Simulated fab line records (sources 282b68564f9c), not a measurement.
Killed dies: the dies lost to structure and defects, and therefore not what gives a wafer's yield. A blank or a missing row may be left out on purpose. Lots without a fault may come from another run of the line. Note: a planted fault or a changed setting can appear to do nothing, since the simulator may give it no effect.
Problem report, 8D (eight disciplines) form, completed by code ; flow ritCmos ; the parts of the form that need people (team, actions taken, sign-off) are left out

== 1. THE ISSUE ==
Wafers without a fault read 89.30 s, standard deviation 0.17; runLengthS at RIT_GATE_SOFTBAKE_12 reads a mean of 76.93 s on 6 wafers belonging to 2 lots. Measured from the usual mean, that is -73 standard deviations.
The step: time 60 s.
First seen on wafer L953.1, day 5 12:26, on lithoTrack-04. Wafers with a number at this step in the record: 42, from 14 lots. The rule behind "out" and "out of limits": a value lying over 4 standard deviations away from the usual mean. The rest of the wafers with a number are treated as sound.

== 2. WHAT IT IS, WHAT IT ISN'T ==
question;is;is not
which readings at this step;runLengthS, heaterPowerTotalW;exhaustPa
which lots;L953, L960;L940, L943, L946, L948, L949, L950, L951, L952, L954, L958, L961, L962
which wafers of those lots;all that have a number;-
read on which tools;lithoTrack-04;lithoTrack-01, lithoTrack-02
when;from day 5 12:26;"up to then (24 sound wafers); but 12 sound wafers of L954, L958, L961, L962 came after"

== 3. WHAT RULES OUT EACH SUSPECT ==
Counting: a tool at any process step up to the reading remains a suspect when it ran all the lots that are out and ran no sound lot after the first of those.
- lithoTrack-04 at RIT_GATE_SOFTBAKE_12 (time 60 s): kept. It ran every lot that is out, first L953 (day 5 12:26), and no sound lot after that; its last sound lot up to then is L951 (day 4 23:31). Its own readings are out on those wafers: heaterPowerTotalW, runLengthS.
The count leaves lithoTrack-04 at RIT_GATE_SOFTBAKE_12.

== 4. THE CAUSE (what the simulator had put in) ==
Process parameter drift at RIT_GATE_SOFTBAKE_12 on lithoTrack-04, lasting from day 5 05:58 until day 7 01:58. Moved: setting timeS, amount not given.
This tool alone remained once counting was done.

== 5. THE EFFECT CHAIN, in route order ==
Each row: a reading whose mean over the struck wafers that have a number lies more than 3 standard deviations from the usual. Readings are gone through only where the record gives a usual standard deviation; hours: the median, over the lots, of the time from a lot's start at the first step in this table giving one to that lot's start at this step; sigmas: the change measured in usual standard deviations.
hours;step;reading;usual;on struck wafers;change;sigmas
0;RIT_GATE_SOFTBAKE_12;heaterPowerTotalW;34.56 W;36.79;+2.23;+45
0;RIT_GATE_SOFTBAKE_12;runLengthS;89.30 s;76.93;-12.37;-73
Process steps it contains:
- RIT_GATE_SOFTBAKE_12: time 60 s.

== 6. HOW IT WOULD HAVE BEEN CAUGHT EARLIER ==
6 hours passed between the start of the fault at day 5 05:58 and the first reading out of limits in this record, taken at day 5 12:26.
